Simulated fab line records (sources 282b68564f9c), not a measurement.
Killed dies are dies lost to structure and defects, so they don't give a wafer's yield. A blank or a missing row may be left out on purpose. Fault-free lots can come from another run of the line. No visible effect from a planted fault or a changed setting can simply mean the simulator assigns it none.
Split-lot study | flow rit cmos | route with 202 steps; 5 lots, 27 wafers read

== ON THE SPLIT ==
At RIT_SILICIDE_SPUTTER_01 (material Ti, target thk 30 nm, time 240 s), the setting time s was moved away from the recipe's 240 s on 6 of the 27 wafers read, by -46.2% to +39.5%. The other wafers ran this setting at the recipe's value.

== BETWEEN THE SPLIT AND THE READING: the file shows 1 step in between ==
- RIT_SILICIDE_RS_MEAS_02: measures by four-point-probe

== THE READING ==
SILICIDE_TI_THK, in nm, at RIT_SILICIDE_THK_MEAS_03 (measures by xrf). Typical for fault-free wafers on this fab line: 29.67 nm, with standard deviation 0.27 nm.

wafer  | tool, chamber at the split | time s as run, s | against the recipe | SILICIDE_TI_THK, nm | against lot-mates on the recipe
L074.1 | pvd sputter-03, -          | 240              | recipe             | 29.48               | -
L074.2 | pvd sputter-03, -          | 240              | recipe             | 29.34               | -
L074.3 | pvd sputter-03, -          | 240              | recipe             | 29.36               | -
L074.4 | pvd sputter-03, -          | 240              | recipe             | 29.32               | -
L074.5 | pvd sputter-03, -          | 240              | recipe             | 29.39               | -
L074.6 | pvd sputter-03, -          | 240              | recipe             | 29.07               | -
L079.1 | pvd sputter-03, -          | 129.2            | -46.2%             | 15.58               | -13.95
L079.2 | pvd sputter-03, -          | 240              | recipe             | 29.63               | -
L079.3 | pvd sputter-03, -          | 129.2            | -46.2%             | 15.75               | -13.78
L079.4 | pvd sputter-03, -          | 129.2            | -46.2%             | 16.05               | -13.48
L079.5 | pvd sputter-03, -          | 240              | recipe             | 29.40               | -
L079.6 | pvd sputter-03, -          | 240              | recipe             | 29.55               | -
L080.2 | pvd sputter-01, -          | 240              | recipe             | 29.92               | -
L080.4 | pvd sputter-01, -          | 240              | recipe             | 30.17               | -
L080.5 | pvd sputter-01, -          | 240              | recipe             | 29.86               | -
L081.1 | pvd sputter-02, -          | 240              | recipe             | 29.27               | -
L081.2 | pvd sputter-02, -          | 240              | recipe             | 29.42               | -
L081.3 | pvd sputter-02, -          | 240              | recipe             | 29.43               | -
L081.4 | pvd sputter-02, -          | 240              | recipe             | 29.56               | -
L081.5 | pvd sputter-02, -          | 240              | recipe             | 29.86               | -
L081.6 | pvd sputter-02, -          | 240              | recipe             | 29.75               | -
L084.1 | pvd sputter-03, -          | 240              | recipe             | 29.31               | -
L084.2 | pvd sputter-03, -          | 240              | recipe             | 29.45               | -
L084.3 | pvd sputter-03, -          | 240              | recipe             | 29.54               | -
L084.4 | pvd sputter-03, -          | 334.7            | +39.5%             | 41.51               | +12.08
L084.5 | pvd sputter-03, -          | 334.7            | +39.5%             | 41.42               | +11.99
L084.6 | pvd sputter-03, -          | 334.7            | +39.5%             | 41.33               | +11.90

THE FIT
A straight line over all 27 wafers: SILICIDE_TI_THK changes by +0.299 nm for each +1% of time s; r = +1.00; the points scatter about the line by 0.25 nm.
The same after taking each lot's own level away (the mean of its wafers on the recipe; 27 wafers): +0.3 nm for each +1%; r = +1.00; scatter 0.16 nm.
The reading moves by 14 nm for the largest change in time s, on that fit.
From 29.327 to 29.983 nm: that is the span of the lots' own levels, equal to 2.4 times the standard deviation above.
Hence the lot-to-lot level has little effect on the slope; both slopes agree.
Check: for one of the wafers moved furthest among these (-46.2%), held out of the fit, the line's prediction against its lot-mates is -13.8 nm. Against them it came out at -13.9 nm.

== THE OTHER SPLITS THESE WAFERS WENT THROUGH ==
Before the reading, these wafers also passed through other splits. Each is held against what the fit with the lots' levels taken away leaves over:
other split on the same wafers    | wafers away from the commonest value | r with SILICIDE_TI_THK (lot level and that fit taken away)
RIT_ACTIVE_OXIDATION_01 ox time s | 12                                   | -0.15

== THE WHOLE CHAIN: every reading that the file lists as answering this split, in the file's order ==
step                     | what it does                              | reading                                                                           | change (the file's fit)               | r (the file's)
RIT_SILICIDE_SPUTTER_01  | material Ti, target thk 30 nm, time 240 s | Ti_of_SILICIDE_SPUTTER_01.thk nm (the simulator's own value, which no gauge read) | +0.304 nm for each +1% of the setting | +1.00
RIT_SILICIDE_RS_MEAS_02  | measures by four-point-probe              | SILICIDE_TI_RS                                                                    | -0.922 for each +1% of the setting    | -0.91
RIT_SILICIDE_THK_MEAS_03 | measures by xrf                           | SILICIDE_TI_THK                                                                   | +0.3 for each +1% of the setting      | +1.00

== FILE'S OWN FIT ==
SILICIDE_TI_THK changes by +0.3 nm for each +1% of time s, r = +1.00.
